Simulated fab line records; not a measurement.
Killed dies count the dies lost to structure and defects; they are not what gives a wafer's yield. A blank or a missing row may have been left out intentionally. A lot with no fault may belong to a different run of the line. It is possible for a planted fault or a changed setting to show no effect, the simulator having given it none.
Split-lot study + flow rit_cmos + 23 wafers read from 5 lots, route of 202 steps

== SPLIT DETAILS ==
At RIT_ACTIVE_EXPOSE_08 (exposes mask M1, target cd 1400 nm), the setting dose_mj was moved away from the recipe's 225 on 8 of the 23 wafers read, by -3.5% to +6.4%. For the rest of the wafers, this setting stayed at what the recipe calls for.

== FROM THE SPLIT TO THE READING: what the file shows between them, 5 steps ==
- RIT_ACTIVE_PEB_09
- RIT_ACTIVE_DEVELOP_10: develop time 48.2 s
- RIT_ACTIVE_CD_MEAS_11: target cd 1400 nm
- RIT_ACTIVE_HARDBAKE_12: time 60 s
- RIT_ACTIVE_STRIP_14: strips in O2, time 180 s (also split here: pressure_mtorr)

== THE READING ==
At RIT_ACTIVE_CD_MEAS_90: cd_nm in nanometres, against a target cd of 1400 nm. A value of 1401.4 nm with a standard deviation of 2.1 nm is what fault-free wafers of this fab line usually give.

| wafer  | tool, chamber at the split | dose_mj as run | against the recipe | cd_nm, nm | against lot-mates on the recipe |
|--------|----------------------------|----------------|--------------------|-----------|---------------------------------|
| L076.1 | iline_stepper-02, 0        | 225            | recipe             | 1402.3    | -                               |
| L076.2 | iline_stepper-02, 0        | 225            | recipe             | 1400.9    | -                               |
| L076.4 | iline_stepper-02, 0        | 217.2          | -3.5%              | 1411.8    | +9.7                            |
| L076.5 | iline_stepper-02, 0        | 225            | recipe             | 1403.0    | -                               |
| L076.6 | iline_stepper-02, 0        | 217.2          | -3.5%              | 1413.4    | +11.3                           |
| L077.1 | iline_stepper-01, 0        | 225            | recipe             | 1398.1    | -                               |
| L077.2 | iline_stepper-01, 0        | 219.1          | -2.6%              | 1404.7    | +6.2                            |
| L077.3 | iline_stepper-01, 0        | 219.1          | -2.6%              | 1406.7    | +8.2                            |
| L077.4 | iline_stepper-01, 0        | 219.1          | -2.6%              | 1405.7    | +7.2                            |
| L077.5 | iline_stepper-01, 0        | 225            | recipe             | 1398.9    | -                               |
| L079.2 | iline_stepper-02, 0        | 225            | recipe             | 1401.1    | -                               |
| L079.3 | iline_stepper-02, 0        | 225            | recipe             | 1400.8    | -                               |
| L079.5 | iline_stepper-02, 0        | 225            | recipe             | 1401.2    | -                               |
| L080.1 | iline_stepper-01, 0        | 239.3          | +6.4%              | 1389.1    | -16.2                           |
| L080.2 | iline_stepper-01, 0        | 225            | recipe             | 1404.3    | -                               |
| L080.3 | iline_stepper-01, 0        | 239.3          | +6.4%              | 1385.2    | -20.0                           |
| L080.4 | iline_stepper-01, 0        | 225            | recipe             | 1406.2    | -                               |
| L080.6 | iline_stepper-01, 0        | 239.3          | +6.4%              | 1385.7    | -19.5                           |
| L081.1 | iline_stepper-02, 0        | 225            | recipe             | 1400.7    | -                               |
| L081.2 | iline_stepper-02, 0        | 225            | recipe             | 1401.4    | -                               |
| L081.3 | iline_stepper-02, 0        | 225            | recipe             | 1401.0    | -                               |
| L081.5 | iline_stepper-02, 0        | 225            | recipe             | 1400.9    | -                               |
| L081.6 | iline_stepper-02, 0        | 225            | recipe             | 1402.2    | -                               |

THE FIT
A straight line over all 23 wafers: cd_nm changes by -2.37 nm for each +1% of dose_mj; r = -0.95; the points scatter about the line by 2.1 nm.
The same after taking each lot's own level away (the mean of its wafers on the recipe; 23 wafers): -2.92 nm for each +1%; r = -0.99; scatter 0.95 nm.
The reading moves by 19 nm for the largest change in dose_mj, on that fit.
From 1398.50 to 1405.25 nm: that is the span of the lots' own levels, equal to 3.2 times the standard deviation above.
In other words, the slope is changed by the lot-to-lot level; the two fits disagree.
Check: with one of the wafers moved furthest among these (+6.4%) left out of the fit, the line predicts -19.5 nm for it against its lot-mates. Against them it came out at -16.2 nm.

== THESE WAFERS: OTHER SPLITS ==
These wafers also went through other splits before the reading. Each is held against what the fit with the lots' levels taken away leaves over:
| other split on the same wafers     | wafers away from the commonest value | r with cd_nm (lot level and that fit taken away) |
|------------------------------------|--------------------------------------|--------------------------------------------------|
| RIT_ACTIVE_COAT_06 spin_rpm        | 5                                    | +0.09                                            |
| RIT_ACTIVE_STRIP_14 pressure_mtorr | 15                                   | +0.08                                            |

== THE WHOLE CHAIN: every reading that the file lists as answering this split, in the file's order ==
| step                  | what it does        | reading                                                       | change (the file's fit)              | r (the file's) |
|-----------------------|---------------------|---------------------------------------------------------------|--------------------------------------|----------------|
| RIT_ACTIVE_DEVELOP_10 | develop time 48.2 s | ACTIVE.cd_nm (the simulator's own value, which no gauge read) | -2.93 nm for each +1% of the setting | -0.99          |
| RIT_ACTIVE_CD_MEAS_11 | target cd 1400 nm   | cd_nm                                                         | -2.94 nm for each +1% of the setting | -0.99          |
| RIT_ACTIVE_CD_MEAS_90 | target cd 1400 nm   | cd_nm                                                         | -2.92 nm for each +1% of the setting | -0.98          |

== FILE'S OWN FIT ==
cd_nm changes by -2.92 nm for each +1% of dose_mj, r = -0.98.
